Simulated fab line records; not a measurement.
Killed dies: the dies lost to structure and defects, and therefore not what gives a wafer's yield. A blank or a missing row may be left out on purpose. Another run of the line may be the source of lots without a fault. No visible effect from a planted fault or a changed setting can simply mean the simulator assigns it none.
Split-lot experiment :: flow rit_cmos :: route with 202 steps; 5 lots, 23 wafers read

== THE SPLIT ==
At RIT_ACTIVE_ETCH_13 (etches Si3N4 in SF6, stops on SiO2, time 210 s, target depth 210 nm), the setting time_s was moved away from the recipe's 210 s on 4 of the 23 wafers read, by -10.2% to +7.1%. The other wafers ran this setting at the recipe's value.

Reading taken at the split's own step.

== THE READING ==
NOVOLAK_of_ACTIVE_COAT_06.thk_nm (the simulator's own value, which no gauge read), in nm, at RIT_ACTIVE_ETCH_13 (etches Si3N4 in SF6, stops on SiO2, time 210 s, target depth 210 nm). No usual value for it is given in the file. The 19 wafers here that ran the recipe average 658.0 nm, standard deviation 7.2 nm.

wafer: L075.1
tool, chamber at the split: rie_diel-04, 2
time_s as run, s: 210
against the recipe: recipe
NOVOLAK_of_ACTIVE_COAT_06.thk_nm, nm: 664.8
against lot-mates on the recipe: -

wafer: L075.2
tool, chamber at the split: rie_diel-04, 0
time_s as run, s: 210
against the recipe: recipe
NOVOLAK_of_ACTIVE_COAT_06.thk_nm, nm: 662.3
against lot-mates on the recipe: -

wafer: L075.3
tool, chamber at the split: rie_diel-04, 1
time_s as run, s: 210
against the recipe: recipe
NOVOLAK_of_ACTIVE_COAT_06.thk_nm, nm: 659.5
against lot-mates on the recipe: -

wafer: L075.4
tool, chamber at the split: rie_diel-04, 3
time_s as run, s: 225
against the recipe: +7.1%
NOVOLAK_of_ACTIVE_COAT_06.thk_nm, nm: 649
against lot-mates on the recipe: -13.2

wafer: L075.6
tool, chamber at the split: rie_diel-04, 0
time_s as run, s: 225
against the recipe: +7.1%
NOVOLAK_of_ACTIVE_COAT_06.thk_nm, nm: 647.9
against lot-mates on the recipe: -14.3

wafer: L076.1
tool, chamber at the split: rie_diel-04, 3
time_s as run, s: 210
against the recipe: recipe
NOVOLAK_of_ACTIVE_COAT_06.thk_nm, nm: 665.4
against lot-mates on the recipe: -

wafer: L076.2
tool, chamber at the split: rie_diel-04, 0
time_s as run, s: 210
against the recipe: recipe
NOVOLAK_of_ACTIVE_COAT_06.thk_nm, nm: 665
against lot-mates on the recipe: -

wafer: L076.3
tool, chamber at the split: rie_diel-04, 1
time_s as run, s: 210
against the recipe: recipe
NOVOLAK_of_ACTIVE_COAT_06.thk_nm, nm: 660.3
against lot-mates on the recipe: -

wafer: L076.4
tool, chamber at the split: rie_diel-04, 2
time_s as run, s: 210
against the recipe: recipe
NOVOLAK_of_ACTIVE_COAT_06.thk_nm, nm: 669.1
against lot-mates on the recipe: -

wafer: L076.6
tool, chamber at the split: rie_diel-04, 3
time_s as run, s: 210
against the recipe: recipe
NOVOLAK_of_ACTIVE_COAT_06.thk_nm, nm: 667.5
against lot-mates on the recipe: -

wafer: L081.1
tool, chamber at the split: rie_diel-03, 3
time_s as run, s: 210
against the recipe: recipe
NOVOLAK_of_ACTIVE_COAT_06.thk_nm, nm: 649.2
against lot-mates on the recipe: -

wafer: L081.3
tool, chamber at the split: rie_diel-03, 2
time_s as run, s: 210
against the recipe: recipe
NOVOLAK_of_ACTIVE_COAT_06.thk_nm, nm: 651
against lot-mates on the recipe: -

wafer: L081.4
tool, chamber at the split: rie_diel-03, 0
time_s as run, s: 210
against the recipe: recipe
NOVOLAK_of_ACTIVE_COAT_06.thk_nm, nm: 646.5
against lot-mates on the recipe: -

wafer: L081.5
tool, chamber at the split: rie_diel-03, 1
time_s as run, s: 210
against the recipe: recipe
NOVOLAK_of_ACTIVE_COAT_06.thk_nm, nm: 647.9
against lot-mates on the recipe: -

wafer: L081.6
tool, chamber at the split: rie_diel-03, 0
time_s as run, s: 210
against the recipe: recipe
NOVOLAK_of_ACTIVE_COAT_06.thk_nm, nm: 648.5
against lot-mates on the recipe: -

wafer: L082.1
tool, chamber at the split: rie_diel-04, 0
time_s as run, s: 210
against the recipe: recipe
NOVOLAK_of_ACTIVE_COAT_06.thk_nm, nm: 658
against lot-mates on the recipe: -

wafer: L082.3
tool, chamber at the split: rie_diel-04, 3
time_s as run, s: 210
against the recipe: recipe
NOVOLAK_of_ACTIVE_COAT_06.thk_nm, nm: 661.4
against lot-mates on the recipe: -

wafer: L082.5
tool, chamber at the split: rie_diel-04, 3
time_s as run, s: 210
against the recipe: recipe
NOVOLAK_of_ACTIVE_COAT_06.thk_nm, nm: 663.9
against lot-mates on the recipe: -

wafer: L083.2
tool, chamber at the split: rie_diel-03, 0
time_s as run, s: 210
against the recipe: recipe
NOVOLAK_of_ACTIVE_COAT_06.thk_nm, nm: 655.6
against lot-mates on the recipe: -

wafer: L083.3
tool, chamber at the split: rie_diel-03, 2
time_s as run, s: 210
against the recipe: recipe
NOVOLAK_of_ACTIVE_COAT_06.thk_nm, nm: 656.6
against lot-mates on the recipe: -

wafer: L083.4
tool, chamber at the split: rie_diel-03, 3
time_s as run, s: 188.6
against the recipe: -10.2%
NOVOLAK_of_ACTIVE_COAT_06.thk_nm, nm: 677.5
against lot-mates on the recipe: +23.8

wafer: L083.5
tool, chamber at the split: rie_diel-03, 1
time_s as run, s: 210
against the recipe: recipe
NOVOLAK_of_ACTIVE_COAT_06.thk_nm, nm: 648.9
against lot-mates on the recipe: -

wafer: L083.6
tool, chamber at the split: rie_diel-03, 0
time_s as run, s: 188.6
against the recipe: -10.2%
NOVOLAK_of_ACTIVE_COAT_06.thk_nm, nm: 675.1
against lot-mates on the recipe: +21.4

FIT RESULTS
A straight line over all 23 wafers: NOVOLAK_of_ACTIVE_COAT_06.thk_nm changes by -1.64 nm for each +1% of time_s; r = -0.67; the points scatter about the line by 6.9 nm.
The same after taking each lot's own level away (the mean of its wafers on the recipe; 23 wafers): -2.12 nm for each +1%; r = -0.96; scatter 2.5 nm.
On that fit, the largest move of time_s shifts the reading by 22 nm.
Measured against the standard deviation above, the lots' own levels, which go from 648.62 to 665.46 nm, span 2.3 times it.
So the lot-to-lot level blurs the effect unless lot-mates are compared.
Check: +20.6 nm against its lot-mates is what the line predicts for one of the wafers moved furthest among these (-10.2%) when that wafer is left out of the fit. It came out at +23.8 nm against them.

== THE FILE'S OWN FIT ==
NOVOLAK_of_ACTIVE_COAT_06.thk_nm changes by -2.12 nm for each +1% of time_s, r = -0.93.
